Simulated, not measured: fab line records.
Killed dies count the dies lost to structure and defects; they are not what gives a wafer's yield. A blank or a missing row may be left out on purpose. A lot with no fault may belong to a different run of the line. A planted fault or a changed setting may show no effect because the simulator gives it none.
fab line records -- flow berkeley-cmos170 -- part 1 of 2: steps 1 to 33 of 43
record: lots: 5, wafers: 15, last-day: 11
route steps=331 shown NLDD@167 SPACER@171 PSD@175 NSD@187 BACKSIDE@199 SDANNEAL@204 PLDD@208
lots that met no fault: from a run of the same line without faults
start-h: start of the lot's first displayed wafer, in hours after the record's first day -- wait-h: hours from the lot's prior step to this one -- " the same as in the row above -- L1.1+2: a single row standing in for several wafers -- - no value, or no start was given -- * or withheld: withheld -- < > ~ a bound
route shown NAME@n: names a module that has steps shown in the file, with the first one's number in the route -- usual: mean and standard deviation over wafers with no fault -- same: alike in all rows -- chamber/n: place in a boat -- sites: readings site by site -- _std_site: the values' standard deviation -- _edge_site: outer sites' mean less inner sites' -- radius-mm: for every site, how far away it sits from the centre of the wafer -- mask NAME#n: copy n -- behind: tool/chamber where the wafer was last shaped -- hold: why the lot went on hold/how many hours it stayed there/how the hold came to an end -- device: which transistor (n, p or np) failed to switch -- end of line: tests of these same wafers at the route's end -- a step with no rows: only its recipe -- killed: the dies lost at the first sort to structure and to defects; this is not the yield of the wafer -- map: a wafer's dies, marking killed ones x, the rest . and places with no die _
set.NAME: the run value of the setting; set.NAME@STEP: its run value at that earlier step -- model.NAME: the simulator's own value behind a step, which no gauge read
lots seen at some steps along the route; tables by step, rows by wafer
services: from which hour (start-h, from the record's first day; less than 0 if before it) a tool's chamber was out of use, for how many hours, and why
== steps ==
step: UCB170_NLDD_IMPLANT_09
recipe: species: As, dose-cm2: 5e+13, energy-kev: 30, tilt-deg: 7, rotation-deg: 180
lot.wafer,tool,chamber,start-h,wait-h
L076.1+2+4,implanter-02,0,164.13,0.1
L078.3+4+5,implanter-02,0,177.30,0.1
L075.1+4+6,implanter-04,0,178.61,0.1
L088.2+3+6,implanter-04,0,228.90,0.1
L089.1+3+5,implanter-01,0,229.35,0.1
step: UCB170_NLDD_STRIP_10
recipe: chemistry: O2, power-w: 400, pressure-mtorr: 3500, platen-temp-c: withheld, o2-flow-sccm: 400, overash-fraction: 0.5
usual: drypump-motor-current-A: 5.6/0.57, o2-flow-sccm: 400.1/1.2, oes-product-au: 0.734/0.0044, strip-time-to-endpoint-s: 21.66/0.065
lot.wafer,tool,chamber,start-h,wait-h,drypump-motor-current-A,o2-flow-sccm,oes-product-au,rf-hours-counter-h,strip-time-to-endpoint-s
L076.1,plasma-asher-01,0,164.28,0.1,4.8,403.1,0.729,43,21.66
L076.2,plasma-asher-01,1,164.28,0.1,6.2,398.8,0.737,43,21.64
L076.4,plasma-asher-01,1,164.28,0.1,6.2,400.6,0.731,-,21.61
L078.3,plasma-asher-03,1,177.43,0.1,6.5,400.8,0.732,-,21.56
L078.4,plasma-asher-03,0,177.43,0.1,5.0,397.9,0.733,-,21.67
L078.5,plasma-asher-03,0,177.43,0.1,5.0,398.9,0.736,-,21.67
L075.1,plasma-asher-04,0,178.76,0.1,5.4,398.4,0.728,46,21.63
L075.4,plasma-asher-04,1,178.76,0.1,5.8,400.7,0.735,-,21.60
L075.6,plasma-asher-04,1,178.76,0.1,5.8,398.7,0.731,-,21.57
L088.2,plasma-asher-04,1,229.03,0.1,5.8,400.2,0.730,51,21.78
L088.3,plasma-asher-04,1,229.03,0.1,5.7,399.1,0.737,-,21.78
L088.6,plasma-asher-04,0,229.03,0.1,5.4,403.5,0.731,-,21.77
L089.1,plasma-asher-04,1,229.50,0.1,5.7,401.7,0.739,51,21.70
L089.3,plasma-asher-04,1,229.50,0.1,5.8,401.5,0.729,-,21.64
L089.5,plasma-asher-04,0,229.50,0.1,5.4,399.3,0.739,-,21.63
step: UCB170_NLDD_TW_MEAS_11
usual: NLDD_TW: 2199/22
lot.wafer,tool,chamber,start-h,wait-h,NLDD_TW
L076.1,film-metro-04,-,164.38,0.1,2209
L076.2,film-metro-04,-,164.38,0.1,2217
L076.4,film-metro-04,-,164.38,0.1,2204
L078.3,film-metro-04,-,177.52,0.1,2219
L078.4,film-metro-04,-,177.52,0.1,2212
L078.5,film-metro-04,-,177.52,0.1,2210
L075.1,film-metro-02,-,178.86,0.1,2186
L075.4,film-metro-02,-,178.86,0.1,2183
L075.6,film-metro-02,-,178.86,0.1,2179
L088.2,film-metro-03,-,229.14,0.1,2228
L088.3,film-metro-03,-,229.14,0.1,2226
L088.6,film-metro-03,-,229.14,0.1,2233
L089.1,film-metro-03,-,229.60,0.1,2218
L089.3,film-metro-03,-,229.60,0.1,2222
L089.5,film-metro-03,-,229.60,0.1,2229
step: UCB170_NLDD_CLEAN_12
recipe: chemistry: SPM, temp-c: 120, time-s: 600
lot.wafer,tool,chamber,start-h,wait-h
L076.1+2+4,wet-bench-01,2,164.44,0.1
L078.3+4+5,wet-bench-03,3,177.56,0.0
L075.1+4+6,wet-bench-03,0,178.92,0.1
L088.2+3+6,wet-bench-03,3,229.19,0.0
L089.1+3+5,wet-bench-02,3,229.66,0.1
step: UCB170_SPACER_CVD_00
recipe: material: SiO2, target-thk-nm: 376, temp-c: 390, precursor: TEOS/O2, time-s: 47, rf-w: 550, pressure-mtorr: 9000
usual: heater-power-w: 279/65
lot.wafer,tool,chamber,start-h,wait-h,heater-power-w
L076.1,pecvd-04,2,164.61,0.0,248
L076.2,pecvd-04,0,164.61,0.0,291
L076.4,pecvd-04,1,164.61,0.0,350
L078.3,pecvd-04,2,177.73,0.0,308
L078.4,pecvd-04,0,177.73,0.0,277
L078.5,pecvd-04,1,177.73,0.0,344
L075.1,pecvd-02,1,179.10,0.0,231
L075.4,pecvd-02,0,179.10,0.0,251
L075.6,pecvd-02,0,179.10,0.0,262
L088.2,pecvd-04,1,229.36,0.0,340
L088.3,pecvd-04,0,229.36,0.0,274
L088.6,pecvd-04,1,229.36,0.0,345
L089.1,pecvd-02,2,229.85,0.0,214
L089.3,pecvd-02,1,229.85,0.0,249
L089.5,pecvd-02,2,229.85,0.0,217
step: UCB170_SPACER_THK_MEAS_01
recipe: reads: SiO2_of_SPACER_CVD_00
usual: SPACER_TEOS_THK: 376/5.4
lot.wafer,tool,chamber,start-h,wait-h,SPACER_TEOS_THK[nm]
L076.1,film-metro-01,-,164.66,0.0,380
L076.2,film-metro-01,-,164.66,0.0,376
L076.4,film-metro-01,-,164.66,0.0,381
L078.3,film-metro-01,-,177.80,0.0,383
L078.4,film-metro-01,-,177.80,0.0,375
L078.5,film-metro-01,-,177.80,0.0,381
L075.1,film-metro-01,-,179.16,0.0,377
L075.4,film-metro-01,-,179.16,0.0,384
L075.6,film-metro-01,-,179.16,0.0,384
L088.2,film-metro-01,-,229.41,0.0,372
L088.3,film-metro-01,-,229.41,0.0,372
L088.6,film-metro-01,-,229.41,0.0,379
L089.1,film-metro-04,-,229.89,0.0,375
L089.3,film-metro-04,-,229.89,0.0,372
L089.5,film-metro-04,-,229.89,0.0,377
step: UCB170_SPACER_ANNEAL_02
recipe: temp-c: 900, time-s: 1800, ambient: N2
usual: tube_center_temp_C_max: 902.3/0.41, zone-power-centre-pct: 41.9/1.6
lot.wafer,tool,chamber,start-h,wait-h,tube_center_temp_C_max,zone-power-centre-pct
L076.1,furnace-04,0,168.91,4.2,902.5,42.9
L076.2,furnace-04,0,168.91,4.2,902.1,42.4
L076.4,furnace-04,0,168.91,4.2,902.3,43.0
L075.1,furnace-02,0,182.66,3.5,903.0,39.9
L075.4,furnace-02,0,182.66,3.5,902.4,40.0
L075.6,furnace-02,0,182.66,3.5,902.5,39.2
L078.3,furnace-02,0,182.66,4.9,902.6,40.0
L078.4,furnace-02,0,182.66,4.9,902.5,40.3
L078.5,furnace-02,0,182.66,4.9,902.3,40.2
L088.2,furnace-01,0,238.92,9.5,902.4,43.2
L088.3,furnace-01,0,238.92,9.5,902.0,43.3
L088.6,furnace-01,0,238.92,9.5,902.8,43.2
L089.1,furnace-01,0,238.92,9.0,902.3,43.1
L089.3,furnace-01,0,238.92,9.0,902.0,43.4
L089.5,furnace-01,0,238.92,9.0,902.2,43.0
step: UCB170_SPACER_ETCHBACK_03
recipe: stop-on: Si, target: SiO2, chemistry: CHF3/CF4/Ar, CHF3_flow_sccm: 50, cf4-flow-sccm: 10, Ar_flow_sccm: 120, pressure-mtorr: 200, rf-w: 500, target-depth-a: 3760, time-s: 100
usual: drypump-motor-current-A: 5.7/0.37, oes-product-au: 0.904/0.016, throttle-valve-pct: 6.46/0.095
lot.wafer,tool,chamber,start-h,wait-h,drypump-motor-current-A,oes-product-au,rf-hours-counter-h,throttle-valve-pct
L076.1,rie-diel-03,1,170.41,0.0,5.4,0.924,76,6.49
L076.2,rie-diel-03,2,170.41,0.0,4.8,0.889,1,6.31
L076.4,rie-diel-03,1,170.41,0.0,5.4,0.917,-,6.53
L075.1,rie-diel-01,2,184.16,0.0,5.7,0.911,2,6.42
L075.4,rie-diel-01,1,184.16,0.0,5.8,0.909,145,6.59
L075.6,rie-diel-01,1,184.16,0.0,5.8,0.913,-,6.59
L078.3,rie-diel-03,3,184.16,0.0,5.7,0.907,0,6.57
L078.4,rie-diel-03,0,184.16,0.0,6.0,0.904,22,6.47
L078.5,rie-diel-03,0,184.16,0.0,6.0,0.916,-,6.47
L088.2,rie-diel-03,3,240.42,0.0,5.7,0.889,3,6.57
L088.3,rie-diel-03,1,240.42,0.0,5.4,0.904,80,6.51
L088.6,rie-diel-03,2,240.42,0.0,4.8,0.891,-,6.33
L089.1,rie-diel-01,0,240.42,0.0,5.8,0.919,68,6.50
L089.3,rie-diel-01,2,240.42,0.0,5.6,0.898,5,6.43
L089.5,rie-diel-01,1,240.42,0.0,5.8,0.932,-,6.60
step: UCB170_PSD_HMDS_00
recipe: prime-time-s: 60, prime-temp-c: 100
same: prime-time-s: 60
lot.wafer,tool,chamber,start-h,wait-h
L076.1+2+4,litho-track-01,0,170.71,0.3
L075.1+4+6,litho-track-02,0,184.23,0.0
L078.3+4+5,litho-track-01,0,184.28,0.1
L089.1+3+5,litho-track-01,0,240.50,0.0
L088.2+3+6,litho-track-03,0,240.52,0.1
step: UCB170_PSD_COAT_01
recipe: resist: KrF, spin-rpm: 1500, resist-thk-nm: 900
lot.wafer,tool,chamber,start-h,wait-h
L076.1+2+4,litho-track-01,0,170.86,0.1
L075.1+4+6,litho-track-02,0,184.38,0.1
L078.3+4+5,litho-track-01,0,184.43,0.1
L089.1+3+5,litho-track-01,0,240.65,0.1
L088.2+3+6,litho-track-03,0,240.67,0.1
step: UCB170_PSD_SOFTBAKE_02
recipe: resist: KrF, temp-c: 130, time-s: 60
lot.wafer,tool,chamber,start-h,wait-h
L076.1+2+4,litho-track-01,0,171.01,0.1
L075.1+4+6,litho-track-02,0,184.53,0.1
L078.3+4+5,litho-track-01,0,184.58,0.1
L089.1+3+5,litho-track-01,0,240.80,0.1
L088.2+3+6,litho-track-03,0,240.82,0.1
step: UCB170_PSD_EXPOSE_03
recipe: mask-id: PSELECT_MOD, na: 0.5, sigma-outer: 0.6, source-shape: conventional, target-cd-nm: 1200, dose-mj: 29.6
lot.wafer,tool,chamber,start-h,wait-h,mask
L076.1+2+4,krf-scanner-02,0,172.01,1.0,PSELECT_MOD#0
L078.3+4+5,krf-scanner-02,0,184.72,0.1,PSELECT_MOD#0
L075.1+4+6,krf-scanner-01,0,184.92,0.4,PSELECT_MOD#0
L088.2+3+6,krf-scanner-01,0,240.96,0.1,PSELECT_MOD#0
L089.1+3+5,krf-scanner-02,0,242.08,1.3,PSELECT_MOD#0
step: UCB170_PSD_PEB_04
recipe: peb-temp-c: 130, peb-time-s: withheld, resist: KrF
lot.wafer,tool,chamber,start-h,wait-h
L076.1+2+4,litho-track-02,0,172.27,0.2
L078.3+4+5,litho-track-03,0,184.88,0.1
L075.1+4+6,litho-track-01,0,185.04,0.1
L088.2+3+6,litho-track-02,0,241.09,0.1
L089.1+3+5,litho-track-03,0,242.49,0.4
step: UCB170_PSD_DEVELOP_05
recipe: developer: TMAH, develop-time-s: 45, resist: KrF, dev-temp-c: 21
same: develop-time-s: 45
lot.wafer,tool,chamber,start-h,wait-h
L076.1+2+4,litho-track-02,0,-,-
L078.3+4+5,litho-track-03,0,-,-
L075.1+4+6,litho-track-01,0,-,-
L088.2+3+6,litho-track-02,0,-,-
L089.1+3+5,litho-track-03,0,-,-
step: UCB170_PSD_CD_MEAS_06
recipe: target-cd-nm: 1200
usual: cd-nm: 1200.5/1.3
lot.wafer,tool,chamber,start-h,wait-h,cd-nm
L076.1,cd-sem-02,-,172.54,-,1201.5
L076.2,cd-sem-02,-,172.54,-,1201.8
L076.4,cd-sem-02,-,172.54,-,1201.7
L078.3,cd-sem-02,-,185.15,-,1198.8
L078.4,cd-sem-02,-,185.15,-,1198.7
L078.5,cd-sem-02,-,185.15,-,1199.4
L075.1,cd-sem-01,-,185.31,-,1201.5
L075.4,cd-sem-01,-,185.31,-,1200.9
L075.6,cd-sem-01,-,185.31,-,1201.2
L088.2,cd-sem-01,-,241.36,-,1200.4
L088.3,cd-sem-01,-,241.36,-,1200.2
L088.6,cd-sem-01,-,241.36,-,1200.9
L089.1,cd-sem-02,-,242.76,-,1199.1
L089.3,cd-sem-02,-,242.76,-,1199.2
L089.5,cd-sem-02,-,242.76,-,1196.9
step: UCB170_PSD_OVL_MEAS_07
usual: PSD_OVL: -4/5
lot.wafer,tool,chamber,start-h,wait-h,PSD_OVL[nm]
L076.1,overlay-01,-,172.66,0.1,8
L076.2,overlay-01,-,172.66,0.1,-9
L076.4,overlay-01,-,172.66,0.1,-8
L078.3,overlay-02,-,185.24,0.1,-10
L078.4,overlay-02,-,185.24,0.1,-11
L078.5,overlay-02,-,185.24,0.1,-6
L075.1,overlay-01,-,185.43,0.1,1
L075.4,overlay-01,-,185.43,0.1,1
L075.6,overlay-01,-,185.43,0.1,2
L088.2,overlay-01,-,241.46,0.1,0
L088.3,overlay-01,-,241.46,0.1,-9
L088.6,overlay-01,-,241.46,0.1,-3
L089.1,overlay-02,-,242.88,0.1,-8
L089.3,overlay-02,-,242.88,0.1,-6
L089.5,overlay-02,-,242.88,0.1,-9
step: UCB170_PSD_IMPLANT_08
recipe: species: B, dose-cm2: 3e+15, energy-kev: 20, tilt-deg: 7
lot.wafer,tool,chamber,start-h,wait-h
L076.1+2+4,implanter-04,0,172.70,0.0
L078.3+4+5,implanter-03,0,185.31,0.1
L075.1+4+6,implanter-04,0,185.47,0.0
L088.2+3+6,implanter-01,0,241.52,0.0
L089.1+3+5,implanter-04,0,242.92,0.0
step: UCB170_PSD_STRIP_09
recipe: chemistry: O2, power-w: 400, pressure-mtorr: 3500, platen-temp-c: withheld, o2-flow-sccm: 400, overash-fraction: 0.5
usual: drypump-motor-current-A: 5.7/0.56, o2-flow-sccm: 399.8/1.1, oes-product-au: 0.600/0.0045, strip-time-to-endpoint-s: 29.43/0.081
lot.wafer,tool,chamber,start-h,wait-h,drypump-motor-current-A,o2-flow-sccm,oes-product-au,rf-hours-counter-h,strip-time-to-endpoint-s
L076.1,plasma-asher-04,1,172.85,0.1,5.7,401.9,0.597,45,29.41
L076.2,plasma-asher-04,0,172.85,0.1,5.4,401.4,0.600,45,29.36
L076.4,plasma-asher-04,0,172.85,0.1,5.4,399.3,0.598,-,29.39
L078.3,plasma-asher-02,1,185.45,0.1,5.5,402.4,0.599,-,29.40
L078.4,plasma-asher-02,0,185.45,0.1,6.6,399.9,0.595,-,29.33
L078.5,plasma-asher-02,0,185.45,0.1,6.5,397.8,0.606,-,29.32
L075.1,plasma-asher-01,0,185.62,0.1,4.9,400.8,0.588,46,29.42
L075.4,plasma-asher-01,1,185.62,0.1,6.2,400.8,0.607,-,29.36
L075.6,plasma-asher-01,1,185.62,0.1,6.2,398.8,0.603,-,29.41
L088.2,plasma-asher-01,0,241.64,0.1,4.9,400.0,0.602,52,29.54
L088.3,plasma-asher-01,1,241.64,0.1,6.2,399.7,0.610,-,29.45
L088.6,plasma-asher-01,1,241.64,0.1,6.1,400.6,0.595,-,29.45
L089.1,plasma-asher-02,1,243.07,0.1,5.5,399.3,0.606,11,29.40
L089.3,plasma-asher-02,1,243.07,0.1,5.4,398.8,0.607,-,29.45
L089.5,plasma-asher-02,0,243.07,0.1,6.6,398.7,0.609,-,29.43
step: UCB170_PSD_TW_MEAS_10
usual: PSD_TW: 2313/24
lot.wafer,tool,chamber,start-h,wait-h,PSD_TW
L076.1,film-metro-04,-,172.95,0.1,2340
L076.2,film-metro-04,-,172.95,0.1,2314
L076.4,film-metro-04,-,172.95,0.1,2328
L078.3,film-metro-04,-,185.53,0.1,2311
L078.4,film-metro-04,-,185.53,0.1,2329
L078.5,film-metro-04,-,185.53,0.1,2316
L075.1,film-metro-02,-,185.72,0.1,2287
L075.4,film-metro-02,-,185.72,0.1,2299
L075.6,film-metro-02,-,185.72,0.1,2288
L088.2,film-metro-03,-,241.75,0.1,2351
L088.3,film-metro-03,-,241.75,0.1,2372
L088.6,film-metro-03,-,241.75,0.1,2347
L089.1,film-metro-02,-,243.17,0.1,2289
L089.3,film-metro-02,-,243.17,0.1,2301
L089.5,film-metro-02,-,243.17,0.1,2291
step: UCB170_PSD_CLEAN_11
recipe: chemistry: SPM, temp-c: 120, time-s: 600
lot.wafer,tool,chamber,start-h,wait-h
L076.1+2+4,wet-bench-02,1,175.24,2.3
L075.1+4+6,wet-bench-02,1,186.20,0.5
L078.3+4+5,wet-bench-02,1,186.20,0.7
L088.2+3+6,wet-bench-02,2,241.86,0.1
L089.1+3+5,wet-bench-01,2,243.23,0.1
step: UCB170_NSD_HMDS_00
recipe: prime-time-s: 60, prime-temp-c: 100
same: prime-time-s: 60
lot.wafer,tool,chamber,start-h,wait-h
L076.1+2+4,litho-track-02,0,175.42,0.0
L075.1+4+6,litho-track-02,0,186.38,0.0
L078.3+4+5,litho-track-04,0,186.43,0.1
L088.2+3+6,litho-track-03,0,242.06,0.0
L089.1+3+5,litho-track-03,0,243.40,0.0
step: UCB170_NSD_COAT_01
recipe: resist: KrF, spin-rpm: 1500, resist-thk-nm: 900
lot.wafer,tool,chamber,start-h,wait-h
L076.1+2+4,litho-track-02,0,175.57,0.1
L075.1+4+6,litho-track-02,0,186.53,0.1
L078.3+4+5,litho-track-04,0,186.58,0.1
L088.2+3+6,litho-track-03,0,242.21,0.1
L089.1+3+5,litho-track-03,0,243.55,0.1
step: UCB170_NSD_SOFTBAKE_02
recipe: resist: KrF, temp-c: 130, time-s: 60
lot.wafer,tool,chamber,start-h,wait-h
L076.1+2+4,litho-track-02,0,175.72,0.1
L075.1+4+6,litho-track-02,0,186.68,0.1
L078.3+4+5,litho-track-04,0,186.73,0.1
L088.2+3+6,litho-track-03,0,242.36,0.1
L089.1+3+5,litho-track-03,0,243.70,0.1
step: UCB170_NSD_EXPOSE_03
recipe: mask-id: NSELECT_MOD, na: 0.5, sigma-outer: 0.6, source-shape: conventional, target-cd-nm: 1200, dose-mj: 30
lot.wafer,tool,chamber,start-h,wait-h,mask
L076.1+2+4,krf-scanner-02,0,175.87,0.1,NSELECT_MOD#0
L078.3+4+5,krf-scanner-02,0,186.87,0.1,NSELECT_MOD#0
L075.1+4+6,krf-scanner-01,0,187.07,0.4,NSELECT_MOD#0
L088.2+3+6,krf-scanner-02,0,242.51,0.1,NSELECT_MOD#0
L089.1+3+5,krf-scanner-01,0,243.98,0.2,NSELECT_MOD#0
step: UCB170_NSD_PEB_04
recipe: peb-temp-c: 130, peb-time-s: withheld, resist: KrF
lot.wafer,tool,chamber,start-h,wait-h
L076.1+2+4,litho-track-03,0,176.31,0.4
L078.3+4+5,litho-track-02,0,187.00,0.1
L075.1+4+6,litho-track-03,0,187.19,0.1
L088.2+3+6,litho-track-03,0,242.79,0.3
L089.1+3+5,litho-track-02,0,244.10,0.1
step: UCB170_NSD_DEVELOP_05
recipe: developer: TMAH, develop-time-s: 45, resist: KrF, dev-temp-c: 21
same: develop-time-s: 45
lot.wafer,tool,chamber,start-h,wait-h
L076.1+2+4,litho-track-03,0,-,-
L078.3+4+5,litho-track-02,0,-,-
L075.1+4+6,litho-track-03,0,-,-
L088.2+3+6,litho-track-03,0,-,-
L089.1+3+5,litho-track-02,0,-,-
step: UCB170_NSD_CD_MEAS_06
recipe: target-cd-nm: 1200
usual: cd-nm: 1200.2/1.4
lot.wafer,tool,chamber,start-h,wait-h,cd-nm
L076.1,cd-sem-02,-,176.58,-,1200.5
L076.2,cd-sem-02,-,176.58,-,1201.2
L076.4,cd-sem-02,-,176.58,-,1199.7
L078.3,cd-sem-02,-,187.26,-,1200.9
L078.4,cd-sem-02,-,187.26,-,1201.4
L078.5,cd-sem-02,-,187.26,-,1201.3
L075.1,cd-sem-02,-,187.46,-,1200.7
L075.4,cd-sem-02,-,187.46,-,1201.7
L075.6,cd-sem-02,-,187.46,-,1201.9
L088.2,cd-sem-01,-,243.12,-,1200.8
L088.3,cd-sem-01,-,243.12,-,1200.3
L088.6,cd-sem-01,-,243.12,-,1201.6
L089.1,cd-sem-01,-,244.37,-,1200.3
L089.3,cd-sem-01,-,244.37,-,1201.4
L089.5,cd-sem-01,-,244.37,-,1200.2
step: UCB170_NSD_OVL_MEAS_07
usual: NSD_OVL: 0/5.6
lot.wafer,tool,chamber,start-h,wait-h,NSD_OVL[nm]
L076.1,overlay-02,-,176.70,0.1,-7
L076.2,overlay-02,-,176.70,0.1,-4
L076.4,overlay-02,-,176.70,0.1,-11
L078.3,overlay-02,-,187.35,0.1,-8
L078.4,overlay-02,-,187.35,0.1,-6
L078.5,overlay-02,-,187.35,0.1,-8
L075.1,overlay-01,-,187.58,0.1,-3
L075.4,overlay-01,-,187.58,0.1,4
L075.6,overlay-01,-,187.58,0.1,2
L088.2,overlay-02,-,243.23,0.1,-1
L088.3,overlay-02,-,243.23,0.1,1
L088.6,overlay-02,-,243.23,0.1,6
L089.1,overlay-02,-,244.49,0.1,5
L089.3,overlay-02,-,244.49,0.1,7
L089.5,overlay-02,-,244.49,0.1,3
step: UCB170_NSD_IMPLANT_08
recipe: species: P, dose-cm2: 2.928e+15, energy-kev: 40, tilt-deg: 7
lot.wafer,tool,chamber,start-h,wait-h
L076.1+2+4,implanter-01,0,176.74,0.0
L078.3+4+5,implanter-02,0,187.43,0.1
L075.1+4+6,implanter-01,0,187.62,0.0
L088.2+3+6,implanter-01,0,243.28,0.0
L089.1+3+5,implanter-01,0,244.53,0.0
step: UCB170_NSD_STRIP_09
recipe: chemistry: O2, power-w: 400, pressure-mtorr: 3500, platen-temp-c: withheld, o2-flow-sccm: 400, overash-fraction: 0.5
usual: drypump-motor-current-A: 5.8/0.71, o2-flow-sccm: 400.0/1.2, oes-product-au: 0.536/0.0049, strip-time-to-endpoint-s: 35.61/0.073
lot.wafer,tool,chamber,start-h,wait-h,drypump-motor-current-A,o2-flow-sccm,oes-product-au,rf-hours-counter-h,strip-time-to-endpoint-s
L076.1,plasma-asher-02,0,176.89,0.1,6.5,399.2,0.536,5,35.61
L076.2,plasma-asher-02,1,176.89,0.1,5.5,403.6,0.536,5,35.55
L076.4,plasma-asher-02,1,176.89,0.1,5.5,399.7,0.537,-,35.64
L078.3,plasma-asher-02,0,187.56,0.1,6.6,400.5,0.543,-,35.58
L078.4,plasma-asher-02,1,187.56,0.1,5.4,398.3,0.546,-,35.59
L078.5,plasma-asher-02,1,187.56,0.1,5.5,399.3,0.535,-,35.58
L075.1,plasma-asher-01,1,187.77,0.1,6.2,401.2,0.536,46,35.61
L075.4,plasma-asher-01,1,187.77,0.1,6.2,400.6,0.536,-,35.56
L075.6,plasma-asher-01,0,187.77,0.1,4.8,401.1,0.534,-,35.60
L088.2,plasma-asher-03,0,243.41,0.1,5.0,402.5,0.537,52,35.70
L088.3,plasma-asher-03,0,243.41,0.1,5.0,400.3,0.539,-,35.66
L088.6,plasma-asher-03,1,243.41,0.1,6.5,399.9,0.533,-,35.74
L089.1,plasma-asher-01,0,244.68,0.1,4.8,399.3,0.536,52,35.58
L089.3,plasma-asher-01,1,244.68,0.1,6.2,402.3,0.537,-,35.57
L089.5,plasma-asher-01,0,244.68,0.1,4.8,398.7,0.535,-,35.59
step: UCB170_NSD_TW_MEAS_10
usual: NSD_TW: 4154/52
lot.wafer,tool,chamber,start-h,wait-h,NSD_TW
L076.1,film-metro-03,-,176.99,0.1,4201
L076.2,film-metro-03,-,176.99,0.1,4225
L076.4,film-metro-03,-,176.99,0.1,4180
L078.3,film-metro-02,-,187.65,0.1,4087
L078.4,film-metro-02,-,187.65,0.1,4104
L078.5,film-metro-02,-,187.65,0.1,4125
L075.1,film-metro-03,-,187.87,0.1,4199
L075.4,film-metro-03,-,187.87,0.1,4186
L075.6,film-metro-03,-,187.87,0.1,4184
L088.2,film-metro-03,-,243.52,0.1,4245
L088.3,film-metro-03,-,243.52,0.1,4212
L088.6,film-metro-03,-,243.52,0.1,4240
L089.1,film-metro-02,-,244.78,0.1,4105
L089.3,film-metro-02,-,244.78,0.1,4092
L089.5,film-metro-02,-,244.78,0.1,4114
step: UCB170_NSD_CLEAN_11
recipe: chemistry: SPM, temp-c: 120, time-s: 600
lot.wafer,tool,chamber,start-h,wait-h
L076.1+2+4,wet-bench-03,3,177.05,0.1
L075.1+4+6,wet-bench-03,2,189.20,1.3
L078.3+4+5,wet-bench-03,0,189.20,1.5
L088.2+3+6,wet-bench-01,1,243.57,0.0
L089.1+3+5,wet-bench-01,2,244.84,0.1
step: UCB170_BACKSIDE_HMDS_00
recipe: prime-time-s: 60, prime-temp-c: 100
same: prime-time-s: 60
lot.wafer,tool,chamber,start-h,wait-h
L076.1+2+4,litho-track-02,0,177.78,0.6
L078.3+4+5,litho-track-04,0,189.42,0.1
L075.1+4+6,litho-track-01,0,189.78,0.4
L088.2+3+6,litho-track-04,0,243.77,0.0
L089.1+3+5,litho-track-04,0,245.06,0.0
